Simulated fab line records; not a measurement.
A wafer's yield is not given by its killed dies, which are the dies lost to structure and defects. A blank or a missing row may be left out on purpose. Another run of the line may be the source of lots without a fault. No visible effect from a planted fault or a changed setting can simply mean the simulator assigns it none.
8D (eight disciplines) problem report, filled in by code / flow ritCmos / the parts of the form that need people (team, actions taken, sign-off) are left out

1. WHAT WENT WRONG
Wafers free of any fault read 51.7 ohm/sq (standard deviation 0.81) for SILICIDE_TI_RS at RIT_SILICIDE_RS_MEAS_02, against a mean of 57.9 ohm/sq on 3 wafers of 2 lots. That is +7.7 standard deviations from the usual mean.
The step: measures by four-point-probe.
First seen on wafer L104.4, day 6 01:07, on filmMetro-04. The record has a number at this step for 42 wafers belonging to 14 lots. The rule behind "out" and "out of limits": a value lying over 4 standard deviations away from the usual mean. All remaining wafers that have a number are taken as sound.

2. WHAT IT IS AND WHAT IT IS NOT
question=which readings at this step | is=SILICIDE_TI_RS | is not=-
question=which lots | is=L104, L106 | is not=L100, L101, L103, L111, L113, L990, L991, L992, L993, L994, L995, L999
question=which wafers of those lots | is=L104.4, L104.5, L106.2 | is not=L104.6, L106.3, L106.6
question=read on which gauges | is=filmMetro-04 | is not=filmMetro-01, filmMetro-03
question=when | is=from day 6 01:07 | is not=up to then (31 sound wafers); but 8 sound wafers of L106, L111, L113 came after

3. THE SUSPECTS, EACH WITH WHAT RULES IT OUT
Counting: any tool at a process step up to the reading remains a suspect provided it ran every lot that is out. Sound lots after the first of them don't rule it out here, since some wafers of a struck lot are sound.
- the gauge at RIT_SILICIDE_RS_MEAS_02: kept. All the wafers that are out were read on filmMetro-04, and no step on other tools shows them out.
- pvdSputter-02 at RIT_SILICIDE_SPUTTER_01 (material Ti, target thk 30 nm, time 240 s): kept. Ran every lot that is out, first one L104 (day 6 00:54); last sound lot up to then L100 (day 5 09:13).
What counting leaves: pvdSputter-02 at RIT_SILICIDE_SPUTTER_01 and filmMetro-04 at RIT_SILICIDE_RS_MEAS_02.

4. THE CAUSE (what the simulator had put in)
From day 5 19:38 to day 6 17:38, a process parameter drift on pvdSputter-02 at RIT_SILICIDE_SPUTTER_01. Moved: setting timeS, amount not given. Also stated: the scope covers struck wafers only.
2 suspects survive the count, and this tool is in that group.

5. SEQUENCE OF EFFECTS, ordered by route
One row per reading whose mean, taken over the struck wafers that have a number, lies over 3 standard deviations from the usual. Readings are gone through only where the record gives a usual standard deviation; hours: the median, over the lots, of the time from a lot's start at the first step in this table giving one to that lot's start at this step; sigmas: the change measured in usual standard deviations.
hours=0; step=RIT_SILICIDE_RS_MEAS_02; reading=SILICIDE_TI_RS; usual=51.7 ohm/sq; on struck wafers=57.9; change=+6.2; sigmas=+7.7
hours=0; step=RIT_SILICIDE_THK_MEAS_03; reading=SILICIDE_TI_THK; usual=29.4 nm; on struck wafers=27.0; change=-2.4; sigmas=-6.6

6. HOW IT WOULD HAVE BEEN CAUGHT EARLIER
Counted from the fault's start at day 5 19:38, it took 5 hours until the first out-of-limits reading at a measuring or inspecting step in this record, taken at day 6 01:07.
No tool reading at RIT_SILICIDE_SPUTTER_01 that has a usual standard deviation in the record was out on any struck wafer, so an alarm limit of 4 standard deviations on those readings would not have fired.
Of the lots that are out (2), L106 began RIT_SILICIDE_SPUTTER_01 on pvdSputter-02 after day 6 01:07. Holding the tool at that time would have saved it.
